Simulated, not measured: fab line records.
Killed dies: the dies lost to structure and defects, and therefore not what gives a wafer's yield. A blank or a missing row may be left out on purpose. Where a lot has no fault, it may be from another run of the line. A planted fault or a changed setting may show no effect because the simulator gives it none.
A lot that was struck, set against a sound lot	flow rit cmos	26 out of 202 route steps
Sound: wafers L327.1, L327.5, L327.6. The struck wafers were L330.3, L330.4, L330.5. The cause is named last.
Each step with rows lists, per side, the tool, then ch with its chambers, then its first start. Under that, the readings that differ: sound wafers	struck wafers	difference of the means	sigmas: that difference in standard deviations of wafers without a fault.
alike: readings whose means differ by less than 2 such deviations, and words and numbers that are the same on both sides. not compared: withheld readings, readings that some wafer has no value for, bounds like >300 that may hide the same value, and numbers for which the record gives no deviation and whose values overlap.
The two part at a step that has a row with sigmas, a row that says differs or no value, or rows on one side only. Numbers that don't overlap but have no deviation are shown without sigmas and don't part them. A reading that every wafer of one side lacks parts them only if that side has two wafers or more.

first, 2 steps without rows for these wafers: RIT_REOX_CLEAN_02 (cleans in SC2, time 600 s); RIT_REOX_OXIDATION_03 (target thk 25.2 nm, ox time 5580 s).
RIT_REOX_THK_MEAS_04:
  sound on film metro-04 at day 3 18:10; struck on film metro-04 at day 4 08:44
  alike: REOX_OXIDE_THK
then, 6 steps without rows for these wafers: RIT_NLDD_HMDS_00 (prime time 60 s); RIT_NLDD_COAT_01 (resist thk 1000 nm); RIT_NLDD_SOFTBAKE_02 (time 60 s); RIT_NLDD_EXPOSE_03 (exposes mask M7, target cd 40700 nm); RIT_NLDD_PEB_04; RIT_NLDD_DEVELOP_05 (develop time 50 s).
RIT_NLDD_OVL_MEAS_06:
  sound on overlay-01 at day 3 19:14; struck on overlay-01 at day 4 09:46
  alike: NLDD_OVL
then, 2 steps without rows for these wafers: RIT_NLDD_HARDBAKE_07 (time 60 s); RIT_NLDD_IMPLANT_08.
RIT_NLDD_STRIP_09: strips in O2, time 180 s.
  sound on plasma asher-02 ch 0,1, day 3 19:35; struck on plasma asher-04 ch 0,1, day 4 10:08
  no value came back on the struck wafers for chamber pressure mTorr (mTorr), drypump motor current A (A); on the sound wafers chamber pressure mTorr (mTorr) reads 3995 3997 3996
reading	sound	struck	difference	sigmas
model.NOVOLAK_of_NLDD_COAT_01.thk nm (nm)	0 0 0	883.2 884.9 883.1	+883.7	
  not compared: rf hours counter h
RIT_NLDD_TW_MEAS_10:
  sound on film metro-01 at day 3 19:45; struck on film metro-04 at day 4 10:17
  alike: NLDD_TW
then, 6 steps without rows for these wafers: RIT_PLDD_HMDS_00 (prime time 60 s); RIT_PLDD_COAT_01 (resist thk 981.8 nm); RIT_PLDD_SOFTBAKE_02 (time 60 s); RIT_PLDD_EXPOSE_03 (exposes mask M8, target cd 40900 nm); RIT_PLDD_PEB_04; RIT_PLDD_DEVELOP_05 (develop time 50 s).
RIT_PLDD_OVL_MEAS_06:
  sound on overlay-01 at day 3 20:56; struck on overlay-01 at day 4 11:11
  alike: PLDD_OVL
then, 2 steps without rows for these wafers: RIT_PLDD_HARDBAKE_07 (time 60 s); RIT_PLDD_IMPLANT_08.
RIT_PLDD_STRIP_09: strips in O2, time 180 s.
  sound on plasma asher-02 ch 0,1, day 3 21:16; struck on plasma asher-03 ch 0,1, day 4 11:34
reading	sound	struck	difference	sigmas
drypump motor current A (A)	4.8 5.9 4.8	6.2 6.6 6.2	+1.2	+2
  alike: chamber pressure mTorr
  not compared: rf hours counter h
RIT_PLDD_TW_MEAS_10:
  sound on film metro-04 at day 3 21:26; struck on film metro-01 at day 4 11:42
reading	sound	struck	difference	sigmas
PLDD_TW	2329 2314 2317	30 30 30	-2290	-99 or more
then, 1 step without rows for these wafers: RIT_SPACER_CLEAN_00 (cleans in SC1, time 600 s).

## WHERE THEY PART
First at RIT_NLDD_STRIP_09; last, within this record, at RIT_PLDD_TW_MEAS_10.

WHY: what had been put in by the simulator
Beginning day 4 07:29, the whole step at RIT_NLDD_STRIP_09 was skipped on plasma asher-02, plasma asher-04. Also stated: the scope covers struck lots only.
